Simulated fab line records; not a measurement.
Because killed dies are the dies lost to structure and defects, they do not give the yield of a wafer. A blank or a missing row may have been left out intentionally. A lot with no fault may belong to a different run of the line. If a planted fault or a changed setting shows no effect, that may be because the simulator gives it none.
Which tool did it? | flow ritCmos | route of 202 steps, sampled at 1 step: 14 lots, 42 wafers

== WHAT THE GAUGES SHOWED, per wafer ==
The record holds no reading of a measuring or inspecting step that can be judged against a usual standard deviation.

== EACH LOT AND THE TOOL THAT RAN IT (in order: tool; ch and the chambers of the sampled wafers; start) ==
lot  | RIT_NRETRO_PEB_04
L803 | lithoTrack-04 ch 0, day 2 18:49
L804 | lithoTrack-04 ch 0, day 3 00:05
L805 | lithoTrack-02 ch 0, day 3 02:15
L806 | lithoTrack-02 ch 0, day 3 07:31
L808 | lithoTrack-03 ch 0, day 3 20:01
L810 | lithoTrack-04 ch 0, day 4 06:31
L813 | lithoTrack-04 ch 0, day 4 22:14
L814 | lithoTrack-02 ch 0, day 5 00:10
L815 | lithoTrack-03 ch 0, day 5 05:10
L816 | lithoTrack-02, day 5 11:23
L817 | lithoTrack-03, day 5 18:07
L822 | lithoTrack-03 ch 0, day 6 15:11
L823 | lithoTrack-03 ch 0, day 6 21:38
L824 | lithoTrack-02 ch 0, day 7 02:07
- RIT_NRETRO_PEB_04

== WHAT THE TOOLS THEMSELVES READ (means of the sampled wafers that have a number; where no wafer has one, the mark that the record gives instead) ==
RIT_NRETRO_PEB_04.
lot  | tool          | exhaustPa (Pa)
L803 | lithoTrack-04 | 45.1
L804 | lithoTrack-04 | 45.2
L805 | lithoTrack-02 | 43.7
L806 | lithoTrack-02 | 45.5
L808 | lithoTrack-03 | 45.8
L810 | lithoTrack-04 | 45.1
L813 | lithoTrack-04 | 45.2
L814 | lithoTrack-02 | 44.7
L815 | lithoTrack-03 | 43.9
L816 | lithoTrack-02 | -
L817 | lithoTrack-03 | -
L822 | lithoTrack-03 | 44.9
L823 | lithoTrack-03 | 45.3
L824 | lithoTrack-02 | 45.7

== THE ANSWER, worked out from the rows above alone ==
Rule: the usual values come from the lots themselves. The widest of any qualifying gaps counts: lots, ordered by their means at a reading, are off when they make up no more than a third of the lots, leave a main group of 4 or more, and stand apart from it by 3 or more times the standard deviation of that group's means. A main group whose means are all the same, to the digits that the tables above print for the reading, isn't used. A lot without any number at a reading at which 4 lots or more have one is off too. All remaining lots with rows at the step are treated as sound. The gauges are gone through in route order, then the tools' own readings, and for those a lot's mean is taken as printed above. At the first step where some lot is off, the reading lying furthest off is the one used; lots without a number count as furthest.
Off: L816, L817 (RIT_NRETRO_PEB_04, exhaustPa). Without a number there: L816, L817. Main group: mean 45.0 Pa, sd 0.62.
A tool fits if, at that step or a process step before it, it ran every lot that is off, and no sound lot after the first of them. Of those tried, none fits.

== WHAT THE SIMULATOR PUT IN ==
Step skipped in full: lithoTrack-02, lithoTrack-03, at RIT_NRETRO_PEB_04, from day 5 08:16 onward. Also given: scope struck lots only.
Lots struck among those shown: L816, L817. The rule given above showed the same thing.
